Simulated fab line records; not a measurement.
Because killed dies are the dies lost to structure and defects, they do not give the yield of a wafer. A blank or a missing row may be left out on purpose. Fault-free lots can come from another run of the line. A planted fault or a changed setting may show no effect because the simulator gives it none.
A lot that was struck, set against a sound lot + flow rit-cmos + 13 steps out of a route of 202
Sound: the wafers L678.4, L678.5, L678.6. Wafers L684.1, L684.2, L684.6 were the ones struck. The cause is named last.
For every step that has rows: the tool of each side, followed by ch and its chambers, followed by its first start. Under that, the readings that differ: sound wafers + struck wafers + difference of the means + sigmas: that difference in standard deviations of wafers without a fault.
alike: words and numbers the same on both sides, and readings whose means are apart by under 2 such deviations; not compared: readings that were withheld, readings missing a value for some wafer, numbers with overlapping values and no deviation given by the record, and bounds like >300 which may hide the same value.
A row with sigmas, a row that says differs or no value, or rows on one side alone: a step with any of these is where the two part. Numbers that have no deviation but don't overlap get no sigmas and don't part them. A reading missing from all wafers of one side parts the sides only when that side holds two or more wafers.

first, 1 step without rows for these wafers: RIT_SDANNEAL_CLEAN_02 (cleans in SC2, time 600 s).
RIT_SDANNEAL_RTA_03: time 5 s.
  sound on rtp-anneal-02 ch 0, day 3 17:53; struck on rtp-anneal-02 ch 0, day 5 01:51
| reading           | sound                | struck               | difference | sigmas |
|-------------------|----------------------|----------------------|------------|--------|
| anneal-temp-c-max | 1054.6 1055.2 1056.8 | 1058.4 1059.5 1059.9 | +3.7       | +2     |
  alike: chamber-o2-ppm, wafer_temp_C_max
RIT_SDANNEAL_RS_MEAS_04: measures by four-point-probe.
  struck on film-metro-03, day 5 01:55; sound on film-metro-03, day 3 17:58
  alike: PSD_RS
RIT_SDANNEAL_RS_MEAS_05: measures by four-point-probe.
  struck on film-metro-03, day 5 02:02; sound on film-metro-03, day 3 18:05
| reading         | sound             | struck            | difference | sigmas |
|-----------------|-------------------|-------------------|------------|--------|
| NSD_RS (ohm/sq) | 84.01 84.15 84.49 | 85.03 84.90 85.02 | +0.77      | +3     |
RIT_SDANNEAL_RS_MEAS_06: measures by four-point-probe.
  struck on film-metro-03, day 5 02:09; sound on film-metro-03, day 3 18:12
  alike: PLDD_RS
RIT_SDANNEAL_RS_MEAS_07: measures by four-point-probe.
  struck on film-metro-03, day 5 02:16; sound on film-metro-03, day 3 18:19
  alike: NLDD_RS
then, 1 step without rows for these wafers: RIT_SILICIDE_WET_ETCH_00 (etches SiO2 in BOE, target depth 14 nm, time 15 s).
RIT_SILICIDE_SPUTTER_01: material Ti, target thk 30 nm, time 240 s.
  struck on pvd-sputter-04, day 5 02:25; sound on pvd-sputter-04, day 3 18:24
  alike: throttle-valve-pct
RIT_SILICIDE_RS_MEAS_02: measures by four-point-probe.
  struck on film-metro-02, day 5 02:34; sound on film-metro-02, day 3 18:37
  alike: SILICIDE_TI_RS
RIT_SILICIDE_THK_MEAS_03: measures by xrf.
  struck on film-metro-02, day 5 02:41; sound on film-metro-02, day 3 18:42
  alike: SILICIDE_TI_THK
RIT_SILICIDE_RTA_04: time 10 s, ramp up 5 s, ramp down 5 s.
  sound on rtp-anneal-01 ch 0, day 3 18:46; struck on rtp-anneal-01 ch 0, day 5 02:44
  alike: anneal-temp-c-max, chamber-o2-ppm, wafer_temp_C_max
then, 1 step without rows for these wafers: RIT_SILICIDE_WET_ETCH_05 (etches Ti in SPM, time 120 s).
RIT_SILICIDE_RTA_06: time 10 s, ramp up 5 s, ramp down 10 s.
  sound on rtp-anneal-02 ch 0, day 3 18:52; struck on rtp-anneal-02, day 5 02:50
  no value came back on the struck wafers for anneal-temp-c-max, chamber-o2-ppm, wafer_temp_C_max; on the sound wafers anneal-temp-c-max reads 755.7 755.0 755.6

WHERE THEY PART
Last at RIT_SILICIDE_RTA_06 as far as this record goes, first at RIT_SDANNEAL_RTA_03.

WHY: the cause the simulator had injected
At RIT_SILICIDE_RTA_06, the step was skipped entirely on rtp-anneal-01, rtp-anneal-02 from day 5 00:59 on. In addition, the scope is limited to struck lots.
